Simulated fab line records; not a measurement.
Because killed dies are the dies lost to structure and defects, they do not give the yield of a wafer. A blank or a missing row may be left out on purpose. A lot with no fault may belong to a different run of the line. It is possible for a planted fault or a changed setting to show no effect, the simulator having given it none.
Tool commonality check ; flow rit cmos ; Sampled: 15 lots, 45 wafers

## REASON FOR OPENING
RIT_SDANNEAL_RS_MEAS_05, reading NSD_RS: flagged on 3 of 15 lots. No-fault wafers: 84.54 ohm/sq, standard deviation 0.26.
Rule: a lot gets a flag if all its wafers with a number sit over 4 standard deviations from that mean, or if no wafer of it has a number. All remaining lots are regarded as sound.

lot;measured;on;NSD_RS (ohm/sq), wafer by wafer;flag
L142;day 3 20:12;film metro-01;84.42 84.57 84.55;
L144;day 4 20:53;film metro-02;84.91 85.00 84.78;
L145;day 4 20:59;film metro-03;84.68 84.52 84.50;
L146;day 5 04:34;film metro-03;84.64 84.62 84.66;
L148;day 5 05:07;film metro-01;84.52 84.36 84.45;
L149;day 5 17:52;film metro-03;84.84 84.60 84.58;
L147;day 5 18:13;film metro-02;84.57 84.51 84.79;
L151;day 5 18:27;film metro-03;86.79 86.60 86.92;FLAGGED
L156;day 6 17:46;film metro-01;86.64 86.53 86.31;FLAGGED
L155;day 6 20:16;film metro-02;87.17 87.16 87.07;FLAGGED
L159;day 7 03:51;film metro-01;84.00 83.87 84.21;
L160;day 7 07:22;film metro-02;84.52 84.51 84.33;
L161;day 7 11:44;film metro-02;84.48 84.43 84.33;
L162;day 7 16:12;film metro-03;84.46 84.45 84.10;
L163;day 7 17:19;film metro-03;84.62 84.46 84.59;
The mean of the flagged lots' numbers is 86.80 ohm/sq, +2.26 ohm/sq from the usual (+9 standard deviations).

## WHICH TOOL EACH LOT WENT THROUGH
The record holds 1 process step before the reading, out of a route of 202 steps. Every cell lists first the tool, next ch and the chambers used by the sampled wafers, and last the start.
lot;flag;RIT_NSD_IMPLANT_08
L142;;implanter-04 ch 0, day 3 17:27
L144;;implanter-04 ch 0, day 4 18:19
L145;;implanter-03 ch 0, day 4 18:26
L146;;implanter-04 ch 0, day 5 01:10
L148;;implanter-03 ch 0, day 5 01:29
L149;;implanter-04 ch 0, day 5 14:48
L147;;implanter-04 ch 0, day 5 04:45
L151;FLAGGED;implanter-03 ch 0, day 5 15:41
L156;FLAGGED;implanter-03 ch 0, day 6 15:14
L155;FLAGGED;implanter-03 ch 0, day 6 17:37
L159;;implanter-04 ch 0, day 7 00:59
L160;;implanter-01 ch 0, day 7 05:02
L161;;implanter-01 ch 0, day 7 09:13
L162;;implanter-01 ch 0, day 7 13:34
L163;;implanter-04 ch 0, day 7 14:56
These steps, and what they do:
- RIT_NSD_IMPLANT_08
- RIT_SDANNEAL_RS_MEAS_05: measures by four-point-probe.

## FLAGGED OVER TOTAL, TOOL BY TOOL (the gauges that took the reading come last)
step;tool;lots run;flagged;share of the flagged lots;sound lots run after its first flagged lot
RIT_NSD_IMPLANT_08;implanter-01;3;0;none;-
RIT_NSD_IMPLANT_08;implanter-03;5;3;all;0
RIT_NSD_IMPLANT_08;implanter-04;7;0;none;-
RIT_SDANNEAL_RS_MEAS_05;film metro-01;4;1;some;1 (L159)
RIT_SDANNEAL_RS_MEAS_05;film metro-02;5;1;some;2 (L160,L161)
RIT_SDANNEAL_RS_MEAS_05;film metro-03;6;1;some;2 (L162,L163)

## THE TABLE: WHAT IT ALLOWS
All flagged lots share 1 row of the table, namely implanter-03 at RIT_NSD_IMPLANT_08.
- implanter-03 at RIT_NSD_IMPLANT_08 ran 5 lots, 3 of them flagged. Last sound lot L148 at day 5 01:29, first flagged lot L151 at day 5 15:41; a fault beginning in between fits. Its own readings (dose ions cm2) fall more than 4 standard deviations out on all wafers of the flagged lots.
What remains is a single tool, implanter-03 at RIT_NSD_IMPLANT_08.

## WHAT THE SIMULATOR HAD PUT IN
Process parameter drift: implanter-03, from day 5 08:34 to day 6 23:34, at RIT_NSD_IMPLANT_08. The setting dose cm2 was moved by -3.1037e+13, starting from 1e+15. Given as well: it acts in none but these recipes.
Shown lots that were struck: L151, L156, L155. The same result came from the rule above.
